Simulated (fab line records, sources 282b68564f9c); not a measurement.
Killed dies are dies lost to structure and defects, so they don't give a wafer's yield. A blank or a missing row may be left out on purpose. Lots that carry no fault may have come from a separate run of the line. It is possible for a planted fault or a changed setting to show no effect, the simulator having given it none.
What tool caused it? :: flow ritCmos :: Sampling: 7 lots, 21 wafers, 3 of 202 route steps

WHAT THE GAUGES SHOWED, per wafer
RIT_SILICIDE_RS_MEAS_02: uses a four-point probe to measure.
lot: L586
measured: day 3 09:31
on: filmMetro-02
SILICIDE_TI_RS (ohm/sq): 45.7 45.9 45.6

lot: L589
measured: day 4 00:44
on: filmMetro-02
SILICIDE_TI_RS (ohm/sq): 45.9 46.1 46.1

lot: L591
measured: day 4 11:19
on: filmMetro-02
SILICIDE_TI_RS (ohm/sq): 45.6 45.3 45.6

lot: L593
measured: day 4 22:20
on: filmMetro-01
SILICIDE_TI_RS (ohm/sq): 46.4 46.8 46.5

lot: L596
measured: day 5 17:13
on: filmMetro-03
SILICIDE_TI_RS (ohm/sq): 45.8 45.4 45.0

lot: L605
measured: day 7 11:22
on: filmMetro-02
SILICIDE_TI_RS (ohm/sq): 45.9 44.9 45.0

lot: L608
measured: day 8 00:25
on: filmMetro-02
SILICIDE_TI_RS (ohm/sq): 63.2 64.2 45.7

EACH LOT AND THE TOOL THAT RAN IT (in order: tool; ch and the chambers of the sampled wafers; start)
lot: L586
RIT_GATE_STRIP_20: plasmaAsher-02 ch 0,1, day 2 18:23
RIT_SILICIDE_SPUTTER_01: pvdSputter-03, day 3 09:22

lot: L589
RIT_GATE_STRIP_20: plasmaAsher-02 ch 0,1, day 3 10:41
RIT_SILICIDE_SPUTTER_01: pvdSputter-02, day 4 00:35

lot: L591
RIT_GATE_STRIP_20: plasmaAsher-02 ch 0,1, day 3 21:25
RIT_SILICIDE_SPUTTER_01: pvdSputter-02, day 4 11:10

lot: L593
RIT_GATE_STRIP_20: plasmaAsher-01 ch 1, day 4 08:26
RIT_SILICIDE_SPUTTER_01: pvdSputter-02, day 4 22:01

lot: L596
RIT_GATE_STRIP_20: plasmaAsher-02 ch 0,1, day 5 02:43
RIT_SILICIDE_SPUTTER_01: pvdSputter-01, day 5 17:02

lot: L605
RIT_GATE_STRIP_20: plasmaAsher-02 ch 0,1, day 6 20:37
RIT_SILICIDE_SPUTTER_01: pvdSputter-02, day 7 11:13

lot: L608
RIT_GATE_STRIP_20: plasmaAsher-01 ch 0,1, day 7 10:03
RIT_SILICIDE_SPUTTER_01: pvdSputter-01, day 8 00:13
- RIT_GATE_STRIP_20: strips in O2, time 180 s.
- RIT_SILICIDE_SPUTTER_01: material Ti, target thk 30 nm, time 240 s.

THE ANSWER, worked out from the rows above alone
Rule: usual is defined by the lots themselves. Put in order of their means at a reading, lots are off if they are a third of the lots or fewer, leave a main group of 4 or more, and stand apart from it by a gap of 3 or more times the standard deviation of the main group's means; of several such gaps the widest counts. A main group is skipped when, at the precision printed for the reading in the tables above, its means are all equal. A lot without any number at a reading at which 4 lots or more have one is off too. The other lots that the step has rows for count as sound.
Off: L608, at RIT_SILICIDE_RS_MEAS_02 (SILICIDE_TI_RS). Main group: mean 45.8 ohm/sq, sd 0.44.
If a tool, at a process step before that reading, ran all the lots that are off and no sound lot after the first of them, it fits. Gauges at RIT_SILICIDE_RS_MEAS_02: tried the same way as those tools. Can't be told from this: 3 tools fit, plasmaAsher-01 at RIT_GATE_STRIP_20, pvdSputter-01 at RIT_SILICIDE_SPUTTER_01, filmMetro-02 at RIT_SILICIDE_RS_MEAS_02.

WHAT THE SIMULATOR PUT IN
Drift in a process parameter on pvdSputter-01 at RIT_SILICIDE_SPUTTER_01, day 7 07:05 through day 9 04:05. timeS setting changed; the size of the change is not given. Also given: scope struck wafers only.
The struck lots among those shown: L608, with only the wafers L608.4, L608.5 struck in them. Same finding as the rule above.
